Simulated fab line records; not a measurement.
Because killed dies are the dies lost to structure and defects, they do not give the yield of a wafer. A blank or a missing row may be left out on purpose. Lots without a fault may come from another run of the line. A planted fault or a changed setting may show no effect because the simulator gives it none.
Which tool did it? ; flow rit-cmos ; Sampling: 15 lots, 45 wafers, 3 of 202 route steps

WHAT THE GAUGES READ, wafer by wafer
RIT_NWELL_TW_MEAS_10. Usual: for NWELL_TW the level is 2149 and the standard deviation is 12.
lot;measured;on;NWELL_TW;flag
L691;day 1 23:34;film-metro-03;2131 2148 2118;
L693;day 2 09:53;film-metro-02;2165 2172 2156;
L695;day 2 19:28;film-metro-02;2154 2155 2168;
L696;day 3 01:53;film-metro-02;2160 2153 2161;
L697;day 3 10:06;film-metro-01;2139 2136 2135;
L698;day 3 16:20;film-metro-02;2182 2168 2175;
L699;day 3 20:28;film-metro-02;2160 2160 2165;
L700;day 4 01:32;film-metro-03;2144 2139 2133;
L701;day 4 06:47;film-metro-03;2135 2148 2146;
L703;day 4 15:03;film-metro-01;2159 2157 2148;
L705;day 4 22:49;film-metro-01;2160 2165 2159;
L707;day 5 10:18;film-metro-01;2142 2139 2131;
L710;day 5 21:58;film-metro-01;2139 2139 2135;
L712;day 6 09:29;film-metro-01;2149 2145 2161;
L714;day 6 18:35;film-metro-02;2151 2148 2145;

RIT_NRETRO_OVL_MEAS_06. Usual: for NRETRO_OVL the level is -0.2 nm and the standard deviation is 1.4.
lot;measured;on;NRETRO_OVL (nm);flag
L691;day 2 09:07;overlay-02;0.5 1.4 1.8;
L693;day 2 19:19;overlay-01;0.6 0.2 1.5;
L695;day 3 06:11;overlay-01;-0.6 -1.5 2.4;
L696;day 3 11:56;overlay-01;0.9 1.8 0.8;
L697;day 3 20:13;overlay-01;0.7 1.2 -0.3;
L698;day 4 02:59;overlay-01;0.6 -1.0 1.5;
L699;day 4 05:49;overlay-01;1.9 -0.3 1.1;
L700;day 4 11:03;overlay-01;1.2 -0.9 0.4;
L701;day 4 15:30;overlay-02;-2.2 -1.2 -2.4;
L703;day 4 23:44;overlay-01;-0.2 -0.7 -0.3;
L705;day 5 07:49;overlay-02;-0.2 -0.2 0.2;
L707;day 5 19:06;overlay-02;-1.1 -1.4 -0.1;
L710;day 6 07:11;overlay-01;0.3 0.1 2.4;
L712;day 6 17:52;overlay-02;-2.3 -1.7 -1.0;
L714;day 7 04:16;overlay-02;-2.3 -1.5 -1.6;

RIT_NRETRO_TW_MEAS_10. Usual: for NRETRO_TW the level is 1041 and the standard deviation is 4.9.
lot;measured;on;NRETRO_TW;flag
L691;day 2 09:43;film-metro-01;1038 1046 1043;
L693;day 2 19:56;film-metro-04;1045 1040 1044;
L695;day 3 06:49;film-metro-01;1043 1044 1041;
L696;day 3 12:33;film-metro-03;1037 1035 1042;
L697;day 3 20:57;film-metro-03;1042 1030 1040;
L698;day 4 03:36;film-metro-01;1051 1043 1050;
L699;day 4 06:26;film-metro-04;1036 1041 1036;
L700;day 4 11:40;film-metro-01;1051 1055 1049;
L701;day 4 16:07;film-metro-03;1046 1046 1043;
L703;day 5 00:26;film-metro-03;1041 1044 1039;
L705;day 5 08:25;film-metro-04;1037 1039 1038;
L707;day 5 19:43;film-metro-03;1042 1040 1039;
L710;day 6 07:48;film-metro-04;1039 1042 1039;
L712;day 6 18:29;film-metro-03;1031 1031 1036;
L714;day 7 04:52;film-metro-03;1038 1039 1043;

TOOL THAT RAN EACH LOT (tool first, then ch and the chambers of the sampled wafers, then the start)
The record shows no process step preceding these readings.

WHAT THE TOOLS THEMSELVES READ (means of the sampled wafers that have a number; where no wafer has one, the mark that the record gives instead)
The record holds no such reading with a usual standard deviation.

THE ANSWER, worked out from the rows above alone
Rule: a lot counts as off when the mean over its wafers that have a number is more than 3 standard deviations away from the usual mean. A lot without any number at a reading at which 4 lots or more have one is off too. Where the step has rows for the other lots, those lots are counted as sound. After the gauges, taken in route order, come the tools' own readings; for these a lot's mean is taken, as printed above. At the first step where some lot is off, the reading lying furthest off is the one used; lots without a number count as furthest.
Across all readings shown, no lot is off: no conclusion can be drawn from this.

WHAT HAD BEEN PUT IN BY THE SIMULATOR
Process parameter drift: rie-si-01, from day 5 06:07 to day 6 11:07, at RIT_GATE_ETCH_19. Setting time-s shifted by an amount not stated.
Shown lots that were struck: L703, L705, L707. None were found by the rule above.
